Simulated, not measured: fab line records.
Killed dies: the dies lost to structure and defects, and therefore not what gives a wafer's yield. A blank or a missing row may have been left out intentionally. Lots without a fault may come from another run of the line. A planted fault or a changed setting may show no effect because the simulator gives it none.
Split-lot study + flow berkeley_cmos170 + on a route of 331 steps: 5 lots, 23 wafers read

## THE SPLIT ITSELF
At UCB170_NSD_PEB_04, the setting peb_temp_c was moved away from the recipe's 130 C on 4 of the 23 wafers read, by +0.9% to +2.4%. This setting was run at the recipe's value on the other wafers.

## BETWEEN THE SPLIT AND THE READING: the file shows 1 step in between
- UCB170_NSD_DEVELOP_05: develop time 45 s

## THE READING
cd_nm, in nm, at UCB170_NSD_CD_MEAS_06 (target cd 1200 nm). Fault-free wafers of this fab line usually give 1200.1 nm, standard deviation 1.4 nm.

| wafer  | tool, chamber at the split | peb_temp_c as run, C | against the recipe | cd_nm, nm | against lot-mates on the recipe |
|--------|----------------------------|----------------------|--------------------|-----------|---------------------------------|
| L078.1 | litho_track-02, 0          | 130                  | recipe             | 1197.2    | -                               |
| L078.4 | litho_track-02, 0          | 130                  | recipe             | 1197.0    | -                               |
| L078.5 | litho_track-02, 0          | 130                  | recipe             | 1198.3    | -                               |
| L079.1 | litho_track-01, 0          | 130                  | recipe             | 1200.6    | -                               |
| L079.2 | litho_track-01, 0          | 130                  | recipe             | 1201.7    | -                               |
| L079.4 | litho_track-01, 0          | 130                  | recipe             | 1200.0    | -                               |
| L079.5 | litho_track-01, 0          | 130                  | recipe             | 1200.9    | -                               |
| L079.6 | litho_track-01, 0          | 130                  | recipe             | 1200.8    | -                               |
| L080.1 | litho_track-03, 0          | 130                  | recipe             | 1200.9    | -                               |
| L080.3 | litho_track-03, 0          | 130                  | recipe             | 1199.4    | -                               |
| L080.4 | litho_track-03, 0          | 131.2                | +0.9%              | 1207.0    | +6.9                            |
| L080.5 | litho_track-03, 0          | 131.2                | +0.9%              | 1207.8    | +7.7                            |
| L080.6 | litho_track-03, 0          | 130                  | recipe             | 1199.9    | -                               |
| L081.1 | litho_track-01, 0          | 130                  | recipe             | 1199.4    | -                               |
| L081.2 | litho_track-01, 0          | 130                  | recipe             | 1198.5    | -                               |
| L081.3 | litho_track-01, 0          | 130                  | recipe             | 1200.2    | -                               |
| L081.5 | litho_track-01, 0          | 130                  | recipe             | 1200.1    | -                               |
| L081.6 | litho_track-01, 0          | 130                  | recipe             | 1199.5    | -                               |
| L084.1 | litho_track-03, 0          | 130                  | recipe             | 1202.9    | -                               |
| L084.2 | litho_track-03, 0          | 130                  | recipe             | 1203.6    | -                               |
| L084.3 | litho_track-03, 0          | 130                  | recipe             | 1201.7    | -                               |
| L084.5 | litho_track-03, 0          | 133.1                | +2.4%              | 1221.9    | +19.2                           |
| L084.6 | litho_track-03, 0          | 133.1                | +2.4%              | 1221.7    | +19.0                           |

THE FIT
A straight line over all 23 wafers: cd_nm changes by +8.96 nm for each +1% of peb_temp_c; r = +0.97; the points scatter about the line by 1.6 nm.
The same after taking each lot's own level away (the mean of its wafers on the recipe; 23 wafers): +7.99 nm for each +1%; r = +0.99; scatter 0.61 nm.
On that fit, the largest move of peb_temp_c shifts the reading by 19 nm.
The span of the lots' own levels, 1197.50 to 1202.73 nm, comes to 3.7 times the standard deviation stated above.
Hence the slope depends on the lot-to-lot level, as the two fits are not the same.
Check: +19 nm against its lot-mates is what the line predicts for one of the wafers moved furthest among these (+2.4%) when that wafer is left out of the fit. Against them it came out at +19.2 nm.

## FURTHER SPLITS ON THESE WAFERS
Before the reading, these wafers also passed through other splits. Each is held against what the fit with the lots' levels taken away leaves over:
| other split on the same wafers | wafers away from the commonest value | r with cd_nm (lot level and that fit taken away) |
|--------------------------------|--------------------------------------|--------------------------------------------------|
| UCB170_PLDD_PEB_04 peb_temp_c  | 5                                    | -0.12                                            |

## THE FILE'S OWN FIT
cd_nm changes by +7.99 nm for each +1% of peb_temp_c, r = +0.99.
